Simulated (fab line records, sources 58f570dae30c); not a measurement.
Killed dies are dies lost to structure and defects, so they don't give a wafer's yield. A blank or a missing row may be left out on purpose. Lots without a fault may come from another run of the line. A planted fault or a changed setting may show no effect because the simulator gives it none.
fab line records | flow berkeley_cmos170
record lots=5 wafers=15 last_day=12
route steps=331 shown PLDD@148 NLDD@158 SPACER@171 PSD@175 NSD@187
lots that met no fault: from a run of the same line without faults
start_h: hours from the record's first day to the start of the lot's first wafer shown | wait_h: hours since the lot's step before | " the same as in the row above | L1.1+2: a row that stands for several wafers | - no value, or no start given | * or withheld: withheld | < > ~ a bound
route shown NAME@n: a module of which the file shows steps, and the number in the route of the first | usual: mean/standard deviation of fault-free wafers | same: alike in all rows | chamber/n: place in a boat | sites: the reading at each site | _std_site: their standard deviation | _edge_site: outer sites' mean less inner sites' | radius_mm: how far each site lies from the wafer's centre | mask NAME#n: copy n | behind: the tool/chamber that last shaped the wafer | hold: why the lot was held/for how many hours/how that ended | device: the transistor (n, p or np) that didn't switch | end of line: the same wafers' tests at the end of the route | a step without rows: its recipe alone | killed: dies lost to structure and defects at the first sort, not the wafer's yield | map: a wafer's dies, x killed, . not, _ none there
set.NAME: the setting as run; set.NAME@STEP: as run at that earlier step | model.NAME: the simulator's own value behind a step, which no gauge read
lots at some steps of the route; a table a step, a row a wafer
services: from which hour (start_h, from the record's first day; less than 0 if before it) a tool's chamber was out of use, for how many hours, and why
## steps
# step UCB170_PLDD_EXPOSE_03
# recipe mask_id=PSELECT na=0.5 sigma_outer=0.6 source_shape=conventional target_cd_nm=1200 dose_mj=30
# columns lot.wafer tool chamber start_h wait_h mask
L078.1+4+6 krf_scanner-02 0 142.45 0.1 PSELECT#0
L083.1+2+5 krf_scanner-02 0 162.94 0.3 PSELECT#0
L092.1+3+6 krf_scanner-02 0 205.46 0.2 PSELECT#0
L095.1+2+6 krf_scanner-01 0 222.25 0.2 PSELECT#0
L097.3+4+5 krf_scanner-01 0 240.85 0.2 PSELECT#0
# step UCB170_PLDD_PEB_04
# recipe peb_temp_c=130 peb_time_s=withheld resist=KrF
# usual heater_power_total_W=56.80/0.052
# columns lot.wafer tool chamber start_h wait_h heater_power_total_W
L078.1 litho_track-03 0 143.15 0.7 56.77
L078.4 " 0 " " 56.76
L078.6 " 0 " " 56.85
L083.1 litho_track-03 0 163.39 0.4 56.76
L083.2 " 0 " " 56.72
L083.5 " 0 " " 56.78
L092.1 litho_track-03 0 205.58 0.1 56.86
L092.3 " 0 " " 56.82
L092.6 " 0 " " 56.86
L095.1 litho_track-03 0 222.53 0.3 56.77
L095.2 " 0 " " 56.83
L095.6 " 0 " " 56.88
L097.3 litho_track-02 0 241.30 0.4 56.68
L097.4 " 0 " " 56.83
L097.5 " 0 " " 56.87
# step UCB170_PLDD_DEVELOP_05
# recipe developer=TMAH develop_time_s=45 resist=KrF dev_temp_c=21
# columns lot.wafer tool chamber start_h wait_h
L078.1+4+6 litho_track-03 0 - -
L083.1+2+5 litho_track-03 0 - -
L092.1+3+6 litho_track-03 0 - -
L095.1+2+6 litho_track-03 0 - -
L097.3+4+5 litho_track-02 0 - -
# step UCB170_PLDD_CD_MEAS_06
# recipe target_cd_nm=1200
# usual cd_nm=1200.2/1.6
# columns lot.wafer tool chamber start_h wait_h cd_nm
L078.1 cd_sem-01 - 143.42 - 1201.6
L078.4 " - " " 1201.7
L078.6 " - " " 1200.9
L083.1 cd_sem-02 - 163.67 - 1199.8
L083.2 " - " " 1200.0
L083.5 " - " " 1199.1
L092.1 cd_sem-02 - 205.85 - 1198.1
L092.3 " - " " 1199.1
L092.6 " - " " 1199.5
L095.1 cd_sem-02 - 222.81 - 1200.2
L095.2 " - " " 1200.3
L095.6 " - " " 1200.4
L097.3 cd_sem-01 - 241.57 - 1200.7
L097.4 " - " " 1198.8
L097.5 " - " " 1200.7
# step UCB170_PLDD_OVL_MEAS_07
# usual PLDD_OVL=2/5.1
# columns lot.wafer tool chamber start_h wait_h PLDD_OVL[nm]
L078.1 overlay-02 - 143.54 0.1 11
L078.4 " - " " -2
L078.6 " - " " 2
L083.1 overlay-01 - 163.79 0.1 1
L083.2 " - " " -4
L083.5 " - " " -2
L092.1 overlay-01 - 205.97 0.1 -2
L092.3 " - " " -1
L092.6 " - " " -5
L095.1 overlay-02 - 222.93 0.1 2
L095.2 " - " " 8
L095.6 " - " " 3
L097.3 overlay-01 - 241.66 0.1 5
L097.4 " - " " 9
L097.5 " - " " 8
# step UCB170_PLDD_IMPLANT_08
# recipe species=BF2 dose_cm2=5e+13 energy_kev=10 tilt_deg=7 rotation_deg=0
# columns lot.wafer tool chamber start_h wait_h
L078.1+4+6 implanter-01 0 143.58 0.0
L083.1+2+5 implanter-04 0 163.82 0.0
L092.1+3+6 implanter-01 0 206.01 0.0
L095.1+2+6 implanter-03 0 222.96 0.0
L097.3+4+5 implanter-04 0 241.73 0.1
# step UCB170_PLDD_IMPLANT_09
# recipe species=BF2 dose_cm2=5e+13 energy_kev=10.09 tilt_deg=7 rotation_deg=180
# columns lot.wafer tool chamber start_h wait_h
L078.1+4+6 implanter-01 0 143.73 0.1
L083.1+2+5 implanter-04 0 163.97 0.1
L092.1+3+6 implanter-01 0 206.16 0.1
L095.1+2+6 implanter-03 0 223.11 0.1
L097.3+4+5 implanter-04 0 241.88 0.1
# step UCB170_PLDD_STRIP_10
# recipe chemistry=O2 power_w=400 pressure_mtorr=3500 platen_temp_c=withheld o2_flow_sccm=400 overash_fraction=0.5
# usual chamber_pressure_mTorr=3500/3.6 drypump_motor_current_A=5.4/0.31 oes_product_au=0.734/0.0054 strip_time_to_endpoint_s=21.68/0.061
# same overash_fraction=0.5
# columns lot.wafer tool chamber start_h wait_h chamber_pressure_mTorr drypump_motor_current_A oes_product_au rf_hours_counter_h strip_time_to_endpoint_s
L078.1 plasma_asher-04 1 143.88 0.1 3500 5.5 0.737 48 21.70
L078.4 " 1 " " 3497 5.5 0.740 - 21.64
L078.6 " 1 " " 3502 5.5 0.726 - 21.62
L083.1 plasma_asher-01 1 164.12 0.1 3497 4.9 0.732 50 21.71
L083.2 " 0 " " 3498 5.4 0.735 50 21.69
L083.5 " 0 " " 3498 5.4 0.733 - 21.69
L092.1 plasma_asher-03 0 206.31 0.1 3498 5.7 0.728 7 21.67
L092.3 " 1 " " 3501 5.9 0.732 - 21.64
L092.6 " 1 " " 3506 5.9 0.733 - 21.68
L095.1 plasma_asher-04 1 223.26 0.1 3502 5.5 0.739 57 21.65
L095.2 " 0 " " 3502 5.4 0.735 57 21.67
L095.6 " 1 " " 3504 5.5 0.724 - 21.59
L097.3 plasma_asher-03 1 242.02 0.1 3501 5.9 0.741 - 21.73
L097.4 " 0 " " 3499 5.7 0.738 - 21.71
L097.5 " 0 " " 3496 5.7 0.726 - 21.69
# step UCB170_PLDD_TW_MEAS_11
# usual PLDD_TW=1014/7.9
# columns lot.wafer tool chamber start_h wait_h PLDD_TW
L078.1 film_metro-02 - 143.98 0.1 1011
L078.4 " - " " 1013
L078.6 " - " " 1009
L083.1 film_metro-04 - 164.22 0.1 1016
L083.2 " - " " 1016
L083.5 " - " " 1015
L092.1 film_metro-04 - 206.41 0.1 1023
L092.3 " - " " 1024
L092.6 " - " " 1016
L095.1 film_metro-03 - 223.36 0.1 1030
L095.2 " - " " 1027
L095.6 " - " " 1023
L097.3 film_metro-02 - 242.10 0.1 1004
L097.4 " - " " 1005
L097.5 " - " " 1005
# step UCB170_PLDD_CLEAN_12
# recipe chemistry=SPM temp_c=120 time_s=600
# columns lot.wafer tool chamber start_h wait_h
L078.1+4+6 wet_bench-03 3 144.04 0.1
L083.1+2+5 wet_bench-03 1 164.28 0.1
L092.1+3+6 wet_bench-03 0 206.47 0.1
L095.1+2+6 wet_bench-01 3 223.42 0.1
L097.3+4+5 wet_bench-04 0 242.14 0.0
# step UCB170_NLDD_HMDS_00
# recipe prime_time_s=60 prime_temp_c=100
# columns lot.wafer tool chamber start_h wait_h
L078.1+4+6 litho_track-03 0 145.22 1.0
L083.1+2+5 litho_track-01 0 164.46 0.0
L092.1+3+6 litho_track-03 0 206.85 0.2
L095.1+2+6 litho_track-03 0 223.60 0.0
L097.3+4+5 litho_track-01 0 242.49 0.2
# step UCB170_NLDD_COAT_01
# recipe resist=KrF spin_rpm=1500 resist_thk_nm=900
# usual spin_speed_rpm=1500.0/1.1
# columns lot.wafer tool chamber start_h wait_h spin_speed_rpm
L078.1 litho_track-03 0 145.37 0.1 1499.7
L078.4 " 0 " " 1499.2
L078.6 " 0 " " 1498.0
L083.1 litho_track-01 0 164.61 0.1 1500.1
L083.2 " 0 " " 1498.2
L083.5 " 0 " " 1499.4
L092.1 litho_track-03 0 207.00 0.1 1500.2
L092.3 " 0 " " 1500.9
L092.6 " 0 " " 1501.8
L095.1 litho_track-03 0 223.75 0.1 1501.0
L095.2 " 0 " " 1500.4
L095.6 " 0 " " 1501.0
L097.3 litho_track-01 0 242.64 0.1 1500.0
L097.4 " 0 " " 1501.5
L097.5 " 0 " " 1500.5
# step UCB170_NLDD_SOFTBAKE_02
# recipe resist=KrF temp_c=130 time_s=60
# usual heater_power_total_W=56.80/0.047
# columns lot.wafer tool chamber start_h wait_h heater_power_total_W
L078.1 litho_track-03 0 145.52 0.1 56.75
L078.4 " 0 " " 56.86
L078.6 " 0 " " 56.79
L083.1 litho_track-01 0 164.76 0.1 56.76
L083.2 " 0 " " 56.77
L083.5 " 0 " " 56.88
L092.1 litho_track-03 0 207.15 0.1 56.87
L092.3 " 0 " " 56.80
L092.6 " 0 " " 56.85
L095.1 litho_track-03 0 223.90 0.1 56.80
L095.2 " 0 " " 56.78
L095.6 " 0 " " 56.77
L097.3 litho_track-01 0 242.79 0.1 56.78
L097.4 " 0 " " 56.82
L097.5 " 0 " " 56.74
# step UCB170_NLDD_EXPOSE_03
# recipe mask_id=NSELECT na=0.5 sigma_outer=0.6 source_shape=conventional target_cd_nm=1200 dose_mj=30
# columns lot.wafer tool chamber start_h wait_h mask
L078.1+4+6 krf_scanner-02 0 145.67 0.1 NSELECT#0
L083.1+2+5 krf_scanner-01 0 165.19 0.4 NSELECT#0
L092.1+3+6 krf_scanner-02 0 207.30 0.1 NSELECT#0
L095.1+2+6 krf_scanner-02 0 224.05 0.1 NSELECT#0
L097.3+4+5 krf_scanner-02 0 242.93 0.1 NSELECT#0
# step UCB170_NLDD_PEB_04
# recipe peb_temp_c=130 peb_time_s=withheld resist=KrF
# usual heater_power_total_W=56.80/0.043
# columns lot.wafer tool chamber start_h wait_h heater_power_total_W
L078.1 litho_track-04 0 146.00 0.3 56.82
L078.4 " 0 " " 56.80
L078.6 " 0 " " 56.80
L083.1 litho_track-01 0 165.31 0.1 56.82
L083.2 " 0 " " 56.88
L083.5 " 0 " " 56.82
L092.1 litho_track-03 0 207.42 0.1 56.72
L092.3 " 0 " " 56.72
L092.6 " 0 " " 56.89
L095.1 litho_track-04 0 224.35 0.3 56.76
L095.2 " 0 " " 56.82
L095.6 " 0 " " 56.76
L097.3 litho_track-04 0 243.41 0.5 56.82
L097.4 " 0 " " 56.75
L097.5 " 0 " " 56.82
# step UCB170_NLDD_DEVELOP_05
# recipe developer=TMAH develop_time_s=45 resist=KrF dev_temp_c=21
# columns lot.wafer tool chamber start_h wait_h
L078.1+4+6 litho_track-04 0 - -
L083.1+2+5 litho_track-01 0 - -
L092.1+3+6 litho_track-03 0 - -
L095.1+2+6 litho_track-04 0 - -
L097.3+4+5 litho_track-04 0 - -
# step UCB170_NLDD_CD_MEAS_06
# recipe target_cd_nm=1200
# usual cd_nm=1200.0/1.3
# columns lot.wafer tool chamber start_h wait_h cd_nm
L078.1 cd_sem-02 - 146.28 - 1198.5
L078.4 " - " " 1198.7
L078.6 " - " " 1197.7
L083.1 cd_sem-02 - 165.58 - 1202.3
L083.2 " - " " 1201.8
L083.5 " - " " 1201.1
L092.1 cd_sem-01 - 207.69 - 1201.4
L092.3 " - " " 1201.1
L092.6 " - " " 1200.4
L095.1 cd_sem-01 - 224.62 - 1199.4
L095.2 " - " " 1197.7
L095.6 " - " " 1198.2
L097.3 cd_sem-01 - 243.73 - 1199.5
L097.4 " - " " 1201.9
L097.5 " - " " 1200.1
# step UCB170_NLDD_OVL_MEAS_07
# usual NLDD_OVL=-1/5
# columns lot.wafer tool chamber start_h wait_h NLDD_OVL[nm]
L078.1 overlay-02 - 146.40 0.1 -2
L078.4 " - " " -2
L078.6 " - " " 0
L083.1 overlay-02 - 165.70 0.1 0
L083.2 " - " " 6
L083.5 " - " " -1
L092.1 overlay-01 - 207.81 0.1 -4
L092.3 " - " " -5
L092.6 " - " " -5
L095.1 overlay-01 - 224.74 0.1 -1
L095.2 " - " " -1
L095.6 " - " " 3
L097.3 overlay-02 - 243.82 0.1 -4
L097.4 " - " " -6
L097.5 " - " " -5
# step UCB170_NLDD_IMPLANT_08
# recipe species=As dose_cm2=5e+13 energy_kev=30 tilt_deg=7 rotation_deg=0
# columns lot.wafer tool chamber start_h wait_h
L078.1+4+6 implanter-01 0 146.43 0.0
L083.1+2+5 implanter-03 0 165.74 0.0
L092.1+3+6 implanter-01 0 207.85 0.0
L095.1+2+6 implanter-03 0 224.78 0.0
L097.3+4+5 implanter-03 0 243.90 0.1
# step UCB170_NLDD_IMPLANT_09
# recipe species=As dose_cm2=5e+13 energy_kev=30 tilt_deg=7 rotation_deg=180
# columns lot.wafer tool chamber start_h wait_h
L078.1+4+6 implanter-01 0 146.58 0.1
L083.1+2+5 implanter-03 0 165.89 0.1
L092.1+3+6 implanter-01 0 208.00 0.1
L095.1+2+6 implanter-03 0 224.93 0.1
L097.3+4+5 implanter-03 0 244.05 0.1
# step UCB170_NLDD_STRIP_10
# recipe chemistry=O2 power_w=400 pressure_mtorr=3500 platen_temp_c=withheld o2_flow_sccm=400 overash_fraction=0.5
# usual chamber_pressure_mTorr=3500/3.3 drypump_motor_current_A=5.8/0.48 oes_product_au=0.734/0.0048 strip_time_to_endpoint_s=21.65/0.072
# same overash_fraction=0.5
# columns lot.wafer tool chamber start_h wait_h chamber_pressure_mTorr drypump_motor_current_A oes_product_au rf_hours_counter_h strip_time_to_endpoint_s
L078.1 plasma_asher-02 1 146.73 0.1 3501 6.8 0.740 40 21.69
L078.4 " 1 " " 3504 6.8 0.730 - 21.70
L078.6 " 0 " " 3502 5.7 0.740 - 21.74
L083.1 plasma_asher-03 0 166.04 0.1 3498 5.7 0.739 3 21.69
L083.2 " 1 " " 3498 5.9 0.737 3 21.71
L083.5 " 1 " " 3501 5.9 0.738 - 21.71
L092.1 plasma_asher-03 1 208.15 0.1 3498 5.9 0.730 7 21.62
L092.3 " 0 " " 3498 5.7 0.741 - 21.62
L092.6 " 1 " " 3495 5.9 0.727 - 21.64
L095.1 plasma_asher-02 0 225.08 0.1 3497 5.6 0.740 48 21.63
L095.2 " 1 " " 3500 6.8 0.736 48 21.65
L095.6 " 1 " " 3497 6.8 0.740 - 21.65
L097.3 plasma_asher-03 0 244.18 0.1 3496 5.7 0.734 - 21.69
L097.4 " 1 " " 3505 5.9 0.730 - 21.70
L097.5 " 0 " " 3504 5.7 0.739 - 21.67
# step UCB170_NLDD_TW_MEAS_11
# usual NLDD_TW=2227/16
# columns lot.wafer tool chamber start_h wait_h NLDD_TW
L078.1 film_metro-04 - 146.83 0.1 2235
L078.4 " - " " 2229
L078.6 " - " " 2231
L083.1 film_metro-03 - 166.14 0.1 2237
L083.2 " - " " 2240
L083.5 " - " " 2242
L092.1 film_metro-04 - 208.25 0.1 2236
L092.3 " - " " 2239
L092.6 " - " " 2235
L095.1 film_metro-04 - 225.18 0.1 2221
L095.2 " - " " 2237
L095.6 " - " " 2226
L097.3 film_metro-02 - 244.27 0.1 2208
L097.4 " - " " 2201
L097.5 " - " " 2202
# step UCB170_NLDD_CLEAN_12
# recipe chemistry=SPM temp_c=120 time_s=600
# columns lot.wafer tool chamber start_h wait_h
L078.1+4+6 wet_bench-03 1 146.92 0.1
L083.1+2+5 wet_bench-03 3 166.22 0.1
L092.1+3+6 wet_bench-03 0 208.31 0.1
L095.1+2+6 wet_bench-01 3 225.24 0.1
L097.3+4+5 wet_bench-03 3 244.31 0.0
# step UCB170_SPACER_CVD_00
# recipe material=SiO2 target_thk_nm=376 temp_c=390 precursor=TEOS/O2 time_s=47 rf_w=532.1 pressure_mtorr=9000
# usual heater_power_w=279/57
# columns lot.wafer tool chamber start_h wait_h heater_power_w
L078.1 pecvd-01 2 147.09 0.0 219
L078.4 " 2 " " 228
L078.6 " 1 " " 243
L083.1 pecvd-01 1 166.39 0.0 194
L083.2 " 0 " " 343
L083.5 " 0 " " 336
L092.1 pecvd-01 1 208.48 0.0 243
L092.3 " 2 " " 247
L092.6 " 0 " " 334
L095.1 pecvd-01 1 225.41 0.0 189
L095.2 " 2 " " 250
L095.6 " 0 " " 359
L097.3 pecvd-03 1 244.48 0.0 236
L097.4 " 0 " " 214
L097.5 " 1 " " 254
# step UCB170_SPACER_THK_MEAS_01
# recipe reads=SiO2_of_SPACER_CVD_00
# usual SPACER_TEOS_THK=374/5.1
# columns lot.wafer tool chamber start_h wait_h SPACER_TEOS_THK[nm]
L078.1 film_metro-01 - 147.13 0.0 375
L078.4 " - " " 375
L078.6 " - " " 380
L083.1 film_metro-01 - 166.43 0.0 371
L083.2 " - " " 370
L083.5 " - " " 368
L092.1 film_metro-01 - 208.53 0.0 379
L092.3 " - " " 377
L092.6 " - " " 378
L095.1 film_metro-04 - 225.46 0.0 378
L095.2 " - " " 375
L095.6 " - " " 383
L097.3 film_metro-01 - 244.55 0.0 372
L097.4 " - " " 375
L097.5 " - " " 374
# step UCB170_SPACER_ANNEAL_02
# recipe temp_c=900 time_s=1800 ambient=N2
# usual spike_tc_centre_C=902.4/1.2 spike_tc_source_C=924.3/2.8
# columns lot.wafer tool chamber start_h wait_h spike_tc_centre_C spike_tc_source_C
L078.1 furnace-04 0 148.62 1.5 901.9 926.2
L078.4 " 0 " " 901.8 923.9
L078.6 " 0 " " 899.9 924.1
L083.1 furnace-01 0 171.53 5.1 903.3 926.4
L083.2 " 0 " " 904.5 925.0
L083.5 " 0 " " 903.5 926.8
L092.1 furnace-02 0 211.75 3.2 901.3 920.9
L092.3 " 0 " " 903.8 921.6
L092.6 " 0 " " 902.3 921.4
L095.1 furnace-02 0 228.69 3.2 901.9 919.7
L095.2 " 0 " " 900.7 920.7
L095.6 " 0 " " 901.2 921.5
L097.3 furnace-04 0 247.84 3.3 903.7 925.5
L097.4 " 0 " " 900.9 924.2
L097.5 " 0 " " 900.1 922.7
# step UCB170_SPACER_ETCHBACK_03
# recipe stop_on=Si target=SiO2 chemistry=CHF3/CF4/Ar CHF3_flow_sccm=50 cf4_flow_sccm=10 Ar_flow_sccm=120 pressure_mtorr=200 rf_w=500 target_depth_a=3760 time_s=100
# usual chamber_pressure_mTorr=200.01/0.17 drypump_motor_current_A=5.6/0.35 oes_product_au=0.900/0.019 throttle_valve_pct=6.45/0.094
# columns lot.wafer tool chamber start_h wait_h chamber_pressure_mTorr drypump_motor_current_A oes_product_au rf_hours_counter_h throttle_valve_pct
L078.1 rie_diel-01 1 150.12 0.0 199.93 6.2 0.922 84 6.47
L078.4 " 1 " " 199.66 6.2 0.904 - 6.48
L078.6 " 2 " " 199.91 5.9 0.907 - 6.45
L083.1 rie_diel-02 2 173.03 0.0 200.10 5.5 0.919 142 6.39
L083.2 " 0 " " 200.15 5.6 0.888 52 6.37
L083.5 " 0 " " 199.94 5.6 0.895 - 6.36
L092.1 rie_diel-02 3 213.25 0.0 200.31 6.1 0.912 20 6.42
L092.3 " 0 " " 200.30 5.6 0.909 54 6.36
L092.6 " 3 " " 199.65 6.1 0.898 - 6.43
L095.1 rie_diel-02 1 230.19 0.0 199.70 5.3 0.903 53 6.38
L095.2 " 0 " " 200.38 5.6 0.898 54 6.37
L095.6 " 0 " " 200.23 5.6 0.921 - 6.37
L097.3 rie_diel-02 1 249.34 0.0 199.83 5.3 0.894 54 6.37
L097.4 " 0 " " 200.11 5.6 0.900 - 6.36
L097.5 " 3 " " 199.93 6.1 0.894 - 6.43
# step UCB170_PSD_HMDS_00
# recipe prime_time_s=60 prime_temp_c=100
# columns lot.wafer tool chamber start_h wait_h
L078.1+4+6 litho_track-02 0 150.20 0.0
L083.1+2+5 litho_track-04 0 173.36 0.3
L092.1+3+6 litho_track-04 0 213.33 0.0
L095.1+2+6 litho_track-01 0 230.26 0.0
L097.3+4+5 litho_track-02 0 249.46 0.1
# step UCB170_PSD_COAT_01
# recipe resist=KrF spin_rpm=1500 resist_thk_nm=900
# usual spin_speed_rpm=1500.0/0.86
# columns lot.wafer tool chamber start_h wait_h spin_speed_rpm
L078.1 litho_track-02 0 150.35 0.1 1502.0
L078.4 " 0 " " 1500.4
L078.6 " 0 " " 1500.6
L083.1 litho_track-04 0 173.51 0.1 1500.3
L083.2 " 0 " " 1499.0
L083.5 " 0 " " 1499.5
L092.1 litho_track-04 0 213.48 0.1 1500.8
L092.3 " 0 " " 1500.5
L092.6 " 0 " " 1501.0
L095.1 litho_track-01 0 230.41 0.1 1500.1
L095.2 " 0 " " 1500.1
L095.6 " 0 " " 1500.8
L097.3 litho_track-02 0 249.61 0.1 1500.1
L097.4 " 0 " " 1499.9
L097.5 " 0 " " 1500.6
# step UCB170_PSD_SOFTBAKE_02
# recipe resist=KrF temp_c=130 time_s=60
# usual heater_power_total_W=56.80/0.044
# columns lot.wafer tool chamber start_h wait_h heater_power_total_W
L078.1 litho_track-02 0 150.50 0.1 56.84
L078.4 " 0 " " 56.78
L078.6 " 0 " " 56.79
L083.1 litho_track-04 0 173.66 0.1 56.76
L083.2 " 0 " " 56.82
L083.5 " 0 " " 56.83
L092.1 litho_track-04 0 213.63 0.1 56.79
L092.3 " 0 " " 56.81
L092.6 " 0 " " 56.85
L095.1 litho_track-01 0 230.56 0.1 56.87
L095.2 " 0 " " 56.77
L095.6 " 0 " " 56.82
L097.3 litho_track-02 0 249.76 0.1 56.73
L097.4 " 0 " " 56.79
L097.5 " 0 " " 56.75
# step UCB170_PSD_EXPOSE_03
# recipe mask_id=PSELECT_MOD na=0.5 sigma_outer=0.6 source_shape=conventional target_cd_nm=1200 dose_mj=30
# columns lot.wafer tool chamber start_h wait_h mask
L078.1+4+6 krf_scanner-01 0 150.76 0.2 PSELECT_MOD#0
L083.1+2+5 krf_scanner-02 0 173.81 0.1 PSELECT_MOD#0
L092.1+3+6 krf_scanner-01 0 214.00 0.4 PSELECT_MOD#0
L095.1+2+6 krf_scanner-02 0 230.71 0.1 PSELECT_MOD#0
L097.3+4+5 krf_scanner-02 0 250.03 0.2 PSELECT_MOD#0
# step UCB170_PSD_PEB_04
# recipe peb_temp_c=130 peb_time_s=withheld resist=KrF
# usual heater_power_total_W=56.80/0.044
# columns lot.wafer tool chamber start_h wait_h heater_power_total_W
L078.1 litho_track-04 0 151.12 0.3 56.85
L078.4 " 0 " " 56.79
L078.6 " 0 " " 56.82
L083.1 litho_track-04 0 174.26 0.4 56.93
L083.2 " 0 " " 56.92
L083.5 " 0 " " 56.68
L092.1 litho_track-02 0 214.18 0.2 56.76
L092.3 " 0 " " 56.81
L092.6 " 0 " " 56.68
L095.1 litho_track-04 0 230.83 0.1 56.83
L095.2 " 0 " " 56.84
L095.6 " 0 " " 56.80
L097.3 litho_track-04 0 250.16 0.1 56.88
L097.4 " 0 " " 56.83
L097.5 " 0 " " 56.75
# step UCB170_PSD_DEVELOP_05
# recipe developer=TMAH develop_time_s=45 resist=KrF dev_temp_c=21
# columns lot.wafer tool chamber start_h wait_h
L078.1+4+6 litho_track-04 0 - -
L083.1+2+5 litho_track-04 0 - -
L092.1+3+6 litho_track-02 0 - -
L095.1+2+6 litho_track-04 0 - -
L097.3+4+5 litho_track-04 0 - -
# step UCB170_PSD_CD_MEAS_06
# recipe target_cd_nm=1200
# usual cd_nm=1200.3/1.4
# columns lot.wafer tool chamber start_h wait_h cd_nm
L078.1 cd_sem-02 - 151.39 - 1199.5
L078.4 " - " " 1199.3
L078.6 " - " " 1198.4
L083.1 cd_sem-02 - 174.56 - 1203.3
L083.2 " - " " 1202.5
L083.5 " - " " 1202.6
L092.1 cd_sem-01 - 214.46 - 1202.9
L092.3 " - " " 1201.5
L092.6 " - " " 1202.2
L095.1 cd_sem-02 - 231.10 - 1200.5
L095.2 " - " " 1200.0
L095.6 " - " " 1198.8
L097.3 cd_sem-01 - 250.42 - 1200.9
L097.4 " - " " 1200.8
L097.5 " - " " 1201.4
# step UCB170_PSD_OVL_MEAS_07
# usual PSD_OVL=-1/6.2
# columns lot.wafer tool chamber start_h wait_h PSD_OVL[nm]
L078.1 overlay-02 - 151.51 0.1 5
L078.4 " - " " -4
L078.6 " - " " -3
L083.1 overlay-02 - 174.68 0.1 0
L083.2 " - " " -5
L083.5 " - " " 1
L092.1 overlay-01 - 214.58 0.1 1
L092.3 " - " " -6
L092.6 " - " " 7
L095.1 overlay-01 - 231.22 0.1 -2
L095.2 " - " " -5
L095.6 " - " " 2
L097.3 overlay-01 - 250.51 0.1 3
L097.4 " - " " -9
L097.5 " - " " 6
# step UCB170_PSD_IMPLANT_08
# recipe species=B dose_cm2=3e+15 energy_kev=20 tilt_deg=7
# columns lot.wafer tool chamber start_h wait_h
L078.1+4+6 implanter-04 0 151.55 0.0
L083.1+2+5 implanter-04 0 174.71 0.0
L092.1+3+6 implanter-01 0 214.61 0.0
L095.1+2+6 implanter-01 0 231.26 0.0
L097.3+4+5 implanter-01 0 250.59 0.1
# step UCB170_PSD_STRIP_09
# recipe chemistry=O2 power_w=400 pressure_mtorr=3500 platen_temp_c=withheld o2_flow_sccm=400 overash_fraction=0.5
# usual chamber_pressure_mTorr=3500.0/2.8 drypump_motor_current_A=5.5/0.54 oes_product_au=0.600/0.0043 strip_time_to_endpoint_s=29.46/0.086
# same overash_fraction=0.5
# columns lot.wafer tool chamber start_h wait_h chamber_pressure_mTorr drypump_motor_current_A oes_product_au rf_hours_counter_h strip_time_to_endpoint_s
L078.1 plasma_asher-02 0 151.70 0.1 3497.9 5.7 0.593 41 29.52
L078.4 " 0 " " 3499.3 5.6 0.603 - 29.54
L078.6 " 1 " " 3498.8 6.8 0.606 - 29.51
L083.1 plasma_asher-02 0 174.86 0.1 3502.2 5.6 0.604 43 29.56
L083.2 " 1 " " 3499.3 6.7 0.604 43 29.58
L083.5 " 1 " " 3498.3 6.8 0.591 - 29.60
L092.1 plasma_asher-02 1 214.76 0.1 3501.6 6.8 0.599 47 29.48
L092.3 " 1 " " 3503.7 6.8 0.601 - 29.46
L092.6 " 1 " " 3503.9 6.8 0.600 - 29.43
L095.1 plasma_asher-01 1 231.41 0.1 3498.7 4.9 0.598 56 29.38
L095.2 " 0 " " 3495.2 5.4 0.596 56 29.31
L095.6 " 0 " " 3498.9 5.4 0.607 - 29.31
L097.3 plasma_asher-04 1 250.72 0.1 3501.7 5.6 0.603 - 29.37
L097.4 " 0 " " 3499.7 5.4 0.593 - 29.48
L097.5 " 1 " " 3501.2 5.5 0.598 - 29.37
# step UCB170_PSD_TW_MEAS_10
# usual PSD_TW=2339/17
# columns lot.wafer tool chamber start_h wait_h PSD_TW
L078.1 film_metro-03 - 151.80 0.1 2351
L078.4 " - " " 2363
L078.6 " - " " 2354
L083.1 film_metro-04 - 174.96 0.1 2350
L083.2 " - " " 2355
L083.5 " - " " 2360
L092.1 film_metro-02 - 214.86 0.1 2324
L092.3 " - " " 2324
L092.6 " - " " 2323
L095.1 film_metro-03 - 231.51 0.1 2365
L095.2 " - " " 2363
L095.6 " - " " 2356
L097.3 film_metro-04 - 250.81 0.1 2343
L097.4 " - " " 2323
L097.5 " - " " 2332
# step UCB170_PSD_CLEAN_11
# recipe chemistry=SPM temp_c=120 time_s=600
# columns lot.wafer tool chamber start_h wait_h
L078.1+4+6 wet_bench-04 2 151.86 0.1
L083.1+2+5 wet_bench-01 1 175.69 0.7
L092.1+3+6 wet_bench-02 1 214.92 0.1
L095.1+2+6 wet_bench-04 3 231.57 0.1
L097.3+4+5 wet_bench-01 0 250.85 0.0
# step UCB170_NSD_HMDS_00
# recipe prime_time_s=60 prime_temp_c=100
# columns lot.wafer tool chamber start_h wait_h
L078.1+4+6 litho_track-02 0 152.83 0.8
L083.1+2+5 litho_track-03 0 175.86 0.0
L092.1+3+6 litho_track-03 0 215.11 0.0
L095.1+2+6 litho_track-01 0 231.76 0.0
L097.3+4+5 litho_track-02 0 251.09 0.1
## services
# columns tool chamber start_h hours kind
plasma_asher-03 - 131.76 13.2 pm
plasma_asher-04 - 132.16 1.1 repair
krf_scanner-01 - 138.45 3.6 pm
implanter-03 - 142.36 2.5 repair
krf_scanner-01 - 145.19 1.3 pm
krf_scanner-02 - 150.61 1.3 pm
krf_scanner-02 - 165.43 0.9 repair
implanter-01 - 168.10 9.9 repair
implanter-03 - 173.52 20.2 pm
krf_scanner-01 - 175.39 1.0 pm
krf_scanner-01 - 177.18 4.0 repair
krf_scanner-02 - 178.76 0.4 repair
krf_scanner-01 - 183.36 0.5 repair
implanter-03 - 193.74 2.8 pm
implanter-03 - 196.50 4.3 pm
implanter-04 - 199.92 0.6 repair
pecvd-01 0 200.01 3.7 repair
pecvd-01 - 201.94 1.4 repair
implanter-03 - 205.92 3.9 repair
krf_scanner-01 - 207.30 2.5 repair
implanter-01 - 209.82 4.5 pm
krf_scanner-02 - 212.93 1.0 pm
rie_diel-02 2 234.08 3.7 repair
rie_diel-02 2 247.98 3.1 repair
## key
fault none
